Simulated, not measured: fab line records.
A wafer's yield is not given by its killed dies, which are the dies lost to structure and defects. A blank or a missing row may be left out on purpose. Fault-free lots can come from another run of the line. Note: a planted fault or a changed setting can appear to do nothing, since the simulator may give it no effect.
Commonality check across tools / flow berkeleyCmos170 / 42 wafers sampled across 14 lots

== THE REASON FOR OPENING IT ==
At UCB170_GATE_CD_MEAS_12 the reading cdNm is flagged on 2 of 14 lots. No-fault wafers: 349.7 nm, standard deviation 1.4.
Rule: flag the lot when none of its wafers has a number, or when each of its wafers that has one lies beyond 4 standard deviations from that mean. All remaining lots are regarded as sound.

lot=L421; measured=day 7 02:55; on=cdSem-02; cdNm (nm), wafer by wafer=350.4 349.8 349.6; flag=
lot=L422; measured=day 7 11:21; on=cdSem-02; cdNm (nm), wafer by wafer=349.9 351.0 350.4; flag=
lot=L423; measured=day 7 11:41; on=cdSem-01; cdNm (nm), wafer by wafer=348.8 350.9 349.2; flag=
lot=L425; measured=day 8 01:35; on=cdSem-02; cdNm (nm), wafer by wafer=347.5 348.0 347.8; flag=
lot=L424; measured=day 8 02:20; on=cdSem-01; cdNm (nm), wafer by wafer=348.2 348.5 348.9; flag=
lot=L428; measured=day 8 17:37; on=cdSem-01; cdNm (nm), wafer by wafer=349.8 349.6 350.1; flag=
lot=L427; measured=day 8 17:52; on=cdSem-01; cdNm (nm), wafer by wafer=348.6 350.0 348.3; flag=
lot=L426; measured=day 8 18:10; on=cdSem-02; cdNm (nm), wafer by wafer=351.2 351.7 350.1; flag=
lot=L430; measured=day 9 12:59; on=cdSem-01; cdNm (nm), wafer by wafer=348.2 346.3 347.0; flag=
lot=L431; measured=day 9 13:14; on=cdSem-02; cdNm (nm), wafer by wafer=348.4 349.9 350.4; flag=
lot=L432; measured=day 10 09:40; on=cdSem-02; cdNm (nm), wafer by wafer=351.0 351.1 350.4; flag=
lot=L436; measured=day 11 12:41; on=cdSem-01; cdNm (nm), wafer by wafer=351.5 351.7 352.4; flag=
lot=L441; measured=day 11 19:41; on=cdSem-01; cdNm (nm), wafer by wafer=361.5 361.4 362.6; flag=FLAGGED
lot=L442; measured=day 12 14:39; on=cdSem-02; cdNm (nm), wafer by wafer=361.0 360.2 361.1; flag=FLAGGED
On average the flagged lots' numbers are 361.3 nm, which is +11.6 nm against the usual, or +8 standard deviations.

== WHICH TOOL EACH LOT WENT THROUGH ==
The record holds 1 process step before the reading, out of a route of 331 steps. Every cell lists first the tool, next ch and the chambers used by the sampled wafers, and last the start.
lot=L421; flag=; UCB170_GATE_SOFTBAKE_08=lithoTrack-04 ch 0, day 7 01:00
lot=L422; flag=; UCB170_GATE_SOFTBAKE_08=lithoTrack-03 ch 0, day 7 10:00
lot=L423; flag=; UCB170_GATE_SOFTBAKE_08=lithoTrack-01 ch 0, day 7 11:00
lot=L425; flag=; UCB170_GATE_SOFTBAKE_08=lithoTrack-03 ch 0, day 8 01:00
lot=L424; flag=; UCB170_GATE_SOFTBAKE_08=lithoTrack-01 ch 0, day 8 01:00
lot=L428; flag=; UCB170_GATE_SOFTBAKE_08=lithoTrack-03 ch 0, day 8 16:00
lot=L427; flag=; UCB170_GATE_SOFTBAKE_08=lithoTrack-04 ch 0, day 8 16:00
lot=L426; flag=; UCB170_GATE_SOFTBAKE_08=lithoTrack-01 ch 0, day 8 16:00
lot=L430; flag=; UCB170_GATE_SOFTBAKE_08=lithoTrack-04 ch 0, day 9 12:00
lot=L431; flag=; UCB170_GATE_SOFTBAKE_08=lithoTrack-01 ch 0, day 9 12:00
lot=L432; flag=; UCB170_GATE_SOFTBAKE_08=lithoTrack-03 ch 0, day 10 08:00
lot=L436; flag=; UCB170_GATE_SOFTBAKE_08=lithoTrack-03 ch 0, day 11 11:00
lot=L441; flag=FLAGGED; UCB170_GATE_SOFTBAKE_08=lithoTrack-01 ch 0, day 11 18:00
lot=L442; flag=FLAGGED; UCB170_GATE_SOFTBAKE_08=lithoTrack-01 ch 0, day 12 13:00
These steps, and what they do:
- UCB170_GATE_SOFTBAKE_08: time 60 s.
- UCB170_GATE_CD_MEAS_12: target cd 350 nm.

== FLAGGED OVER TOTAL, TOOL BY TOOL (the gauges that took the reading come last) ==
step=UCB170_GATE_SOFTBAKE_08; tool=lithoTrack-01; lots run=6; flagged=2; share of the flagged lots=all; sound lots run after its first flagged lot=0
step=UCB170_GATE_SOFTBAKE_08; tool=lithoTrack-03; lots run=5; flagged=0; share of the flagged lots=none; sound lots run after its first flagged lot=-
step=UCB170_GATE_SOFTBAKE_08; tool=lithoTrack-04; lots run=3; flagged=0; share of the flagged lots=none; sound lots run after its first flagged lot=-
step=UCB170_GATE_CD_MEAS_12; tool=cdSem-01; lots run=7; flagged=1; share of the flagged lots=some; sound lots run after its first flagged lot=0
step=UCB170_GATE_CD_MEAS_12; tool=cdSem-02; lots run=7; flagged=1; share of the flagged lots=some; sound lots run after its first flagged lot=0

== WHAT THE TABLE PERMITS ==
Rows of the table that ran each flagged lot: 1, that is lithoTrack-01 at UCB170_GATE_SOFTBAKE_08.
- lithoTrack-01 at UCB170_GATE_SOFTBAKE_08 ran 6 lots, 2 of them flagged. It ran its last sound lot, L431, at day 9 12:00 and its first flagged lot, L441, at day 11 18:00: a fault with its onset between the two fits. Its own readings lie more than 4 standard deviations out on every wafer of the flagged lots: heaterPowerTotalW, runLengthS.
Just one tool remains: lithoTrack-01 at UCB170_GATE_SOFTBAKE_08.

== WHAT WAS PUT IN BY THE SIMULATOR ==
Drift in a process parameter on lithoTrack-01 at UCB170_GATE_SOFTBAKE_08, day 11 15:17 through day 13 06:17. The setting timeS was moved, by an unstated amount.
Struck lots among those shown: L441, L442. Same finding as the rule above.
